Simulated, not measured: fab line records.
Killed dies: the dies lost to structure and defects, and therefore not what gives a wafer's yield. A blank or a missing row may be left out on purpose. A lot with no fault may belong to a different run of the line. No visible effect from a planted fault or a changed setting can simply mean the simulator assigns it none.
Which tool was responsible? | flow rit cmos | 14 lots, 38 wafers sampled, at 6 steps of a route of 202

WHAT THE GAUGES READ, wafer by wafer
RIT_ACTIVE_CD_MEAS_90 targets a cd of 1400 nm. Usual: 1400.6 nm for cd nm, sd 2.2.
lot  | measured    | on        | cd nm (nm)           | flag
L667 | day 1 17:25 | cd sem-02 | 1402.6 1401.6 1402.7 |
L669 | day 2 02:05 | cd sem-01 | 1402.6 1399.8 1400.2 |
L670 | day 2 07:04 | cd sem-02 | 1399.7 1397.6 1398.9 |
L671 | day 2 13:25 | cd sem-01 | 1402.5 1401.0 1402.4 |
L673 | day 2 22:57 | cd sem-01 | 1402.9 1403.0 1402.0 |
L674 | day 3 02:50 | cd sem-02 | 1398.6 1395.9 1400.2 |
L675 | day 3 09:43 | cd sem-02 | 1403.0 1403.3 1402.6 |
L677 | day 3 21:28 | cd sem-02 | 1398.9 1402.6 1400.5 |
L678 | day 4 01:44 | cd sem-01 | 1402.4 1404.0 1400.5 |
L682 | day 4 21:17 | cd sem-02 | 1401.6               |
L685 | day 5 14:49 | cd sem-02 | 1399.4               |
L686 | day 5 14:55 | cd sem-01 | 1401.8 1401.8 1402.4 |
L687 | day 5 19:58 | cd sem-02 | 1400.9 1400.3 1400.3 |
L689 | day 6 05:56 | cd sem-01 | 1405.2 1403.1 1403.8 |

RIT_REOX_THK_MEAS_04. Usual: REOX_OXIDE_THK 25.2 nm, standard deviation 0.5.
lot  | measured    | on            | REOX_OXIDE_THK (nm) | flag
L667 | day 2 21:48 | film metro-04 | 25.4 25.3 25.7      |
L669 | day 3 10:37 | film metro-02 | 25.5 25.6 26.0      |
L670 | day 3 14:51 | film metro-02 | 25.2 25.2 24.8      |
L671 | day 4 01:59 | film metro-04 | 25.7 25.5 25.6      |
L673 | day 4 17:05 | film metro-02 | 25.7 25.7 26.0      |
L674 | day 5 02:02 | film metro-03 | 25.9 26.2 25.9      |
L675 | day 5 06:08 | film metro-03 | 24.9 24.7 24.3      |
L677 | day 6 00:30 | film metro-03 | 24.5 24.8 24.5      |
L678 | day 6 00:29 | film metro-02 | 24.5 24.9 24.6      |
L682 | day 6 16:37 | film metro-03 | 25.3                |
L685 | day 7 06:22 | film metro-02 | 25.3                |
L686 | day 7 06:22 | film metro-03 | 24.5 24.5 24.8      |
L687 | day 7 07:48 | film metro-04 | 24.5 24.1 24.5      |
L689 | day 7 21:08 | film metro-03 | 25.1 25.3 25.2      |

RIT_CONTACT_CD_MEAS_08 targets a cd of 1000 nm. Usual: 1000.0 nm for cd nm, sd 2.7.
lot  | measured    | on        | cd nm (nm)           | flag
L667 | day 3 09:15 | cd sem-01 | 1000.0 1001.3 1001.7 |
L669 | day 3 22:37 | cd sem-01 | 993.0 994.1 997.2    |
L670 | day 4 02:42 | cd sem-02 | 1005.2 1002.5 1003.1 |
L671 | day 4 13:08 | cd sem-02 | 1002.2 1000.8 1001.6 |
L673 | day 5 04:28 | cd sem-02 | 1002.9 1003.8 1003.7 |
L674 | day 5 13:22 | cd sem-02 | 999.3 997.8 1000.9   |
L675 | day 5 17:31 | cd sem-02 | 1002.5 1002.4 1003.6 |
L677 | day 6 12:08 | cd sem-02 | 1000.5 1000.7 999.6  |
L678 | day 6 16:19 | cd sem-01 | 1000.3 1000.2 1000.6 |
L682 | day 7 05:20 | cd sem-02 | 997.9                |
L685 | day 7 18:51 | cd sem-02 | 1002.7               |
L686 | day 7 19:25 | cd sem-01 | 998.6 999.5 999.9    |
L687 | day 7 20:10 | cd sem-02 | 999.7 1001.2 999.5   |
L689 | day 8 09:20 | cd sem-01 | 1002.0 1003.8 999.3  |

RIT_M1_RS_MEAS_01: measurement is done with a four-point probe. Usual: M1_AL_RS 0.0732 ohm/sq, standard deviation 0.00076.
lot  | measured    | on            | M1_AL_RS (ohm/sq)    | flag
L667 | day 3 10:41 | film metro-01 | 0.0747 0.0749 0.0753 |
L669 | day 4 00:03 | film metro-01 | 0.0731 0.0734 0.0736 |
L670 | day 4 04:08 | film metro-02 | 0.0716 0.0724 0.0725 |
L671 | day 4 14:36 | film metro-04 | 0.0732 0.0738 0.0736 |
L673 | day 5 05:55 | film metro-01 | 0.0721 0.0719 0.0724 |
L674 | day 5 14:49 | film metro-04 | 0.0725 0.0727 0.0724 |
L675 | day 5 18:57 | film metro-04 | 0.0743 0.0738 0.0741 |
L677 | day 6 13:34 | film metro-02 | 0.0732 0.0730 0.0735 |
L678 | day 6 17:45 | film metro-01 | 0.0738 0.0740 0.0744 |
L682 | day 7 06:48 | film metro-02 | 0.1679 0.1678        | OFF
L685 | day 7 20:17 | film metro-02 | 0.1749 0.1747        | OFF
L686 | day 7 20:52 | film metro-01 | 0.0731 0.0730 0.0727 |
L687 | day 7 21:37 | film metro-04 | 0.0733 0.0731 0.0734 |
L689 | day 8 10:46 | film metro-04 | 0.0733 0.0728 0.0732 |

RIT_M1_THK_MEAS_02: measures by xrf. Usual: M1_AL_THK 401 nm, standard deviation 4.6.
lot  | measured    | on            | M1_AL_THK (nm) | flag
L667 | day 3 10:49 | film metro-01 | 394 390 390    |
L669 | day 4 00:10 | film metro-01 | 402 397 398    |
L670 | day 4 04:15 | film metro-02 | 408 401 404    |
L671 | day 4 14:42 | film metro-04 | 402 397 399    |
L673 | day 5 06:01 | film metro-01 | 410 409 403    |
L674 | day 5 14:55 | film metro-04 | 407 407 408    |
L675 | day 5 19:04 | film metro-04 | 397 399 402    |
L677 | day 6 13:40 | film metro-02 | 396 401 398    |
L678 | day 6 17:52 | film metro-01 | 397 396 395    |
L682 | day 7 10:23 | film metro-02 | 181 180        | OFF
L685 | day 7 21:55 | film metro-02 | 175 174        | OFF
L686 | day 7 20:58 | film metro-01 | 398 402 402    |
L687 | day 7 21:43 | film metro-04 | 403 404 404    |
L689 | day 8 10:52 | film metro-04 | 401 405 401    |

TOOL THAT RAN EACH LOT (tool first, then ch and the chambers of the sampled wafers, then the start)
lot  | RIT_M1_SPUTTER_00
L667 | pvd sputter-01, day 3 10:24
L669 | pvd sputter-01, day 3 23:44
L670 | pvd sputter-02, day 4 03:49
L671 | pvd sputter-01, day 4 14:16
L673 | pvd sputter-01, day 5 05:36
L674 | pvd sputter-02, day 5 14:29
L675 | pvd sputter-01, day 5 18:39
L677 | pvd sputter-01, day 6 13:14
L678 | pvd sputter-01, day 6 17:28
L682 | pvd sputter-02, day 7 06:30
L685 | pvd sputter-02, day 7 19:58
L686 | pvd sputter-03, day 7 20:33
L687 | pvd sputter-01, day 7 21:18
L689 | pvd sputter-03, day 8 10:26
- RIT_M1_SPUTTER_00: material Al, target thk 400 nm, time 500 s.

AS READ BY THE TOOLS THEMSELVES (means over the sampled wafers that have a number; for cases with no such wafer, the mark the record gives instead)
RIT_M1_SPUTTER_00. Usual: 30.3 % for throttle valve pct, sd 1.2.
lot  | tool           | throttle valve pct (%) | flag
L667 | pvd sputter-01 | 30.0                   |
L669 | pvd sputter-01 | 30.4                   |
L670 | pvd sputter-02 | 30.7                   |
L671 | pvd sputter-01 | 30.5                   |
L673 | pvd sputter-01 | 30.8                   |
L674 | pvd sputter-02 | 29.9                   |
L675 | pvd sputter-01 | 30.2                   |
L677 | pvd sputter-01 | 29.8                   |
L678 | pvd sputter-01 | 30.4                   |
L682 | pvd sputter-02 | 30.0                   |
L685 | pvd sputter-02 | 30.1                   |
L686 | pvd sputter-03 | 30.2                   |
L687 | pvd sputter-01 | 29.7                   |
L689 | pvd sputter-03 | 30.1                   |

THE ANSWER, worked out from the rows above alone
Rule: a lot counts as off when the mean over its wafers that have a number is more than 3 standard deviations away from the usual mean. Also off: a lot with no number at a reading for which 4 or more lots have one. Any other lot the step has rows for is counted as sound. First the gauges in route order, then the tools' own readings, where a lot's mean is used as printed above. At the first step where some lot is off, the reading lying furthest off is the one used; lots without a number count as furthest.
Off: L682, L685, seen at RIT_M1_RS_MEAS_01 (M1_AL_RS).
If a tool, at a process step before that reading, ran all the lots that are off and no sound lot after the first of them, it fits. The gauges at RIT_M1_RS_MEAS_01 are tried like those tools. Undecided on this evidence; 2 tools fit (pvd sputter-02 at RIT_M1_SPUTTER_00, film metro-02 at RIT_M1_RS_MEAS_01).

WHAT THE SIMULATOR HAD INSERTED
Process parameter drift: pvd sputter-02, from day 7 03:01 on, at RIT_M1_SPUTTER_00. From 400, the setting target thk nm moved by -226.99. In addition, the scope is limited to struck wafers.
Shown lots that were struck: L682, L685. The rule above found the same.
